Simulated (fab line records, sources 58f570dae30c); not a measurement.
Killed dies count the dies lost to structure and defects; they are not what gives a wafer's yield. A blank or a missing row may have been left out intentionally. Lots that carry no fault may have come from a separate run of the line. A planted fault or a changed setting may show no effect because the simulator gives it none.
fab line records ; flow berkeley-cmos170
record: lots: 5; wafers: 23
route steps=331 shown M2@288 V2@299
start-h: the number of hours between the record's first day and the start of the first shown wafer of the lot ; wait-h: how many hours have passed since the lot's step before this one ; " same as the row above ; L1.1+2: a single row standing in for several wafers ; - no value, or no start was given ; * or withheld: withheld ; < > ~ a bound
route shown NAME@n: names a module that has steps shown in the file, with the first one's number in the route ; usual: average and standard deviation across the fault-free wafers ; same: alike in all rows ; chamber/n: place in a boat ; sites: the reading at each site ; _std_site: standard deviation across them ; _edge_site: mean of outer sites minus mean of inner sites ; radius-mm: how far each site lies from the wafer's centre ; mask NAME#n: copy n ; behind: tool/chamber where the wafer was last shaped ; hold: why the lot was held/for how many hours/how that ended ; device: transistor that didn't switch, given as n, p or np ; end of line: the tests these same wafers got at the end of their route ; for a step that has no rows: nothing shown but its recipe ; killed: count of dies lost to structure and defects at first sort (not the wafer's yield) ; map: the dies of a wafer, with x for killed, . for not killed, _ for no die there
set.NAME: setting as actually run; set.NAME@STEP: the setting as run at that earlier step ; model.NAME: the simulator's own value behind a step, which no gauge read
lots with deliberately changed settings; one table per step, one row per wafer
== steps ==
step: UCB170_M2_ETCH_17
recipe: chemistry: N2/H2; target-depth-a: withheld; overetch-a: withheld; target: BARC; time-s: withheld; source-w: 500; bias-w: 100; pressure-mtorr: 30; n2-flow-sccm: 100; h2-flow-sccm: 200
lot.wafer;tool;chamber;start-h;wait-h;set.pressure-mtorr
L076.1+2+4+5+6;rie-diel-04;2,1,0,1,0;159.30;0.0;30
L077.1+3+5;rie-diel-02;0,3,0;172.70;0.0;30
L078.1+2+4+5+6;rie-diel-03;3,0,1,3,2;173.27;0.0;28.2
L081.1+2+3+5+6;rie-diel-02;3,1,2,2,1;190.69;0.0;31.34
L084.1+3+4+5+6;rie-diel-03;3,1,1,3,2;200.33;0.0;32.66
step: UCB170_M2_METAL_ETCH_18
recipe: chemistry: Cl2/BCl3; target: Al; stop-on: SiO2; pressure-mtorr: 12; target-depth-a: 11700; over-etch-frac: 0.3; time-s: 195; icp-w: 621.7; bias-w: 120; Cl2_flow_sccm: 90; bcl3-flow-sccm: 45
usual: oes-product-au: 0.855/0.014
lot.wafer;tool;chamber;start-h;wait-h;set.time-s@M2_SPUTTER_01;oes-product-au
L076.1;rie-metal-01;1;159.34;-;112.1;0.813
L076.2;rie-metal-01;0;159.34;-;112.1;0.835
L076.4;rie-metal-01;0;159.34;-;120;0.870
L076.5;rie-metal-01;1;159.34;-;120;0.843
L076.6;rie-metal-01;0;159.34;-;120;0.860
L077.1;rie-metal-01;0;172.75;-;120;0.885
L077.3;rie-metal-01;0;172.75;-;120;0.881
L077.5;rie-metal-01;0;172.75;-;120;0.880
L078.1;rie-metal-02;1;173.32;-;128.7;0.897
L078.2;rie-metal-02;1;173.32;-;120;0.859
L078.4;rie-metal-02;1;173.32;-;128.7;0.884
L078.5;rie-metal-02;1;173.32;-;120;0.856
L078.6;rie-metal-02;1;173.32;-;128.7;0.885
L081.1;rie-metal-02;1;190.73;-;120;0.846
L081.2;rie-metal-02;1;190.73;-;120;0.844
L081.3;rie-metal-02;1;190.73;-;120;0.849
L081.5;rie-metal-02;1;190.73;-;120;0.851
L081.6;rie-metal-02;1;190.73;-;120;0.842
L084.1;rie-metal-03;1;200.38;-;104.6;0.797
L084.3;rie-metal-03;0;200.38;-;104.6;0.768
L084.4;rie-metal-03;1;200.38;-;120;0.865
L084.5;rie-metal-03;1;200.38;-;120;0.860
L084.6;rie-metal-03;0;200.38;-;104.6;0.767
step: UCB170_V2_COAT_07
recipe: resist: KrF; spin-rpm: 1500; resist-thk-nm: 900
lot.wafer;tool;chamber;start-h;wait-h;set.resist-thk-nm;model.KrF_of_V2_COAT_07.thk-nm
L076.1;litho-track-01;0;160.78;0.1;900;906.3
L076.2;litho-track-01;0;160.78;0.1;934.4;939.5
L076.4;litho-track-01;0;160.78;0.1;934.4;939.3
L076.5;litho-track-01;0;160.78;0.1;900;907.8
L076.6;litho-track-01;0;160.78;0.1;900;906.2
L077.1;litho-track-01;0;174.23;0.1;900;901.7
L077.3;litho-track-01;0;174.23;0.1;900;902.7
L077.5;litho-track-01;0;174.23;0.1;900;905.2
L078.1;litho-track-02;0;175.37;0.1;924.7;927.1
L078.2;litho-track-02;0;175.37;0.1;900;900.3
L078.4;litho-track-02;0;175.37;0.1;900;900.4
L078.5;litho-track-02;0;175.37;0.1;924.7;928.4
L078.6;litho-track-02;0;175.37;0.1;924.7;925.6
L081.1;litho-track-02;0;192.50;0.1;900;901.1
L081.2;litho-track-02;0;192.50;0.1;914.1;913.3
L081.3;litho-track-02;0;192.50;0.1;914.1;913.7
L081.5;litho-track-02;0;192.50;0.1;900;899.7
L081.6;litho-track-02;0;192.50;0.1;914.1;916.1
L084.1;litho-track-01;0;201.87;0.1;900;903
L084.3;litho-track-01;0;201.87;0.1;927.5;928.1
L084.4;litho-track-01;0;201.87;0.1;927.5;924.8
L084.5;litho-track-01;0;201.87;0.1;900;900.9
L084.6;litho-track-01;0;201.87;0.1;927.5;928.9
step: UCB170_V2_SOFTBAKE_08
recipe: resist: KrF; temp-c: 130; time-s: 60
step: UCB170_V2_EXPOSE_09
recipe: mask-id: VIA2; target-cd-nm: 700; na: 0.5; sigma-outer: 0.6; source-shape: conventional; dose-mj: 37
step: UCB170_V2_ETCH_14
recipe: chemistry: CHF3/CF4/Ar; target: SiO2; stop-on: Al; CHF3_flow_sccm: 45; cf4-flow-sccm: 15; Ar_flow_sccm: 150; pressure-mtorr: 200; rf-w: 700; target-depth-a: 12500; over-etch-frac: 0.25; time-s: 291
lot.wafer;tool;chamber;start-h;wait-h;set.resist-thk-nm@V2_COAT_07;model.KrF_of_V2_COAT_07.thk-nm
L076.1;rie-diel-01;2;162.30;0.0;900;616.8
L076.2;rie-diel-01;1;162.30;0.0;934.4;646.9
L076.4;rie-diel-01;0;162.30;0.0;934.4;653.5
L076.5;rie-diel-01;2;162.30;0.0;900;616.5
L076.6;rie-diel-01;1;162.30;0.0;900;612.4
L077.1;rie-diel-03;1;175.57;0.0;900;616.7
L077.3;rie-diel-03;0;175.57;0.0;900;615.4
L077.5;rie-diel-03;1;175.57;0.0;900;620.6
L078.1;rie-diel-03;3;176.43;0.0;924.7;630.1
L078.2;rie-diel-03;2;176.43;0.0;900;616.8
L078.4;rie-diel-03;0;176.43;0.0;900;614
L078.5;rie-diel-03;3;176.43;0.0;924.7;630.5
L078.6;rie-diel-03;0;176.43;0.0;924.7;639
L081.1;rie-diel-01;2;193.47;0.0;900;613.2
L081.2;rie-diel-01;3;193.47;0.0;914.1;627.1
L081.3;rie-diel-01;0;193.47;0.0;914.1;632.4
L081.5;rie-diel-01;1;193.47;0.0;900;609.3
L081.6;rie-diel-01;2;193.47;0.0;914.1;627.7
L084.1;rie-diel-01;3;202.72;0.0;900;614.5
L084.3+6;rie-diel-01;1;202.72;0.0;927.5;633.8
L084.4;rie-diel-01;0;202.72;0.0;927.5;641.3
L084.5;rie-diel-01;2;202.72;0.0;900;608.5
step: UCB170_V2_STRIP_15
recipe: chemistry: O2; power-w: 400; pressure-mtorr: 3500; platen-temp-c: withheld; o2-flow-sccm: 400; overash-fraction: 0.5
usual: strip-time-to-endpoint-s: 15.38/0.11
lot.wafer;tool;chamber;start-h;wait-h;set.resist-thk-nm@V2_COAT_07;strip-time-to-endpoint-s
L076.1;plasma-asher-03;1;162.48;0.1;900;15.46
L076.2;plasma-asher-03;0;162.48;0.1;934.4;16.13
L076.4;plasma-asher-03;1;162.48;0.1;934.4;16.28
L076.5;plasma-asher-03;1;162.48;0.1;900;15.46
L076.6;plasma-asher-03;0;162.48;0.1;900;15.37
L077.1;plasma-asher-04;1;175.75;0.1;900;15.45
L077.3;plasma-asher-04;1;175.75;0.1;900;15.43
L077.5;plasma-asher-04;1;175.75;0.1;900;15.55
L078.1;plasma-asher-04;1;176.61;0.1;924.7;15.80
L078.2;plasma-asher-04;0;176.61;0.1;900;15.47
L078.4;plasma-asher-04;1;176.61;0.1;900;15.40
L078.5;plasma-asher-04;1;176.61;0.1;924.7;15.79
L078.6;plasma-asher-04;0;176.61;0.1;924.7;15.93
L081.1;plasma-asher-04;1;193.65;0.1;900;15.38
L081.2;plasma-asher-04;0;193.65;0.1;914.1;15.71
L081.3;plasma-asher-04;0;193.65;0.1;914.1;15.83
L081.5;plasma-asher-04;1;193.65;0.1;900;15.31
L081.6;plasma-asher-04;0;193.65;0.1;914.1;15.74
L084.1;plasma-asher-03;1;202.90;0.1;900;15.41
L084.3;plasma-asher-03;1;202.90;0.1;927.5;15.86
L084.4;plasma-asher-03;0;202.90;0.1;927.5;15.98
L084.5;plasma-asher-03;0;202.90;0.1;900;15.27
L084.6;plasma-asher-03;1;202.90;0.1;927.5;15.87
== key ==
split: step: UCB170_M2_ETCH_17; setting: pressure-mtorr; stated: 30; by: lot
response none clear
split: step: UCB170_V2_COAT_07; setting: resist-thk-nm; stated: 900; by: wafer
response: step: UCB170_V2_COAT_07; reading: model.KrF_of_V2_COAT_07.thk-nm; change: +8.76; per: 1%; r: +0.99
response: step: UCB170_V2_ETCH_14; reading: model.KrF_of_V2_COAT_07.thk-nm; change: +8.43; per: 1%; r: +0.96
response: step: UCB170_V2_STRIP_15; reading: strip-time-to-endpoint-s; change: *; per: 1%; r: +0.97
split outside-this-file step=UCB170_M2_SPUTTER_01 setting=time-s
split outside-this-file: this setting was split too, and the file shows its column; the key of that split is in another file
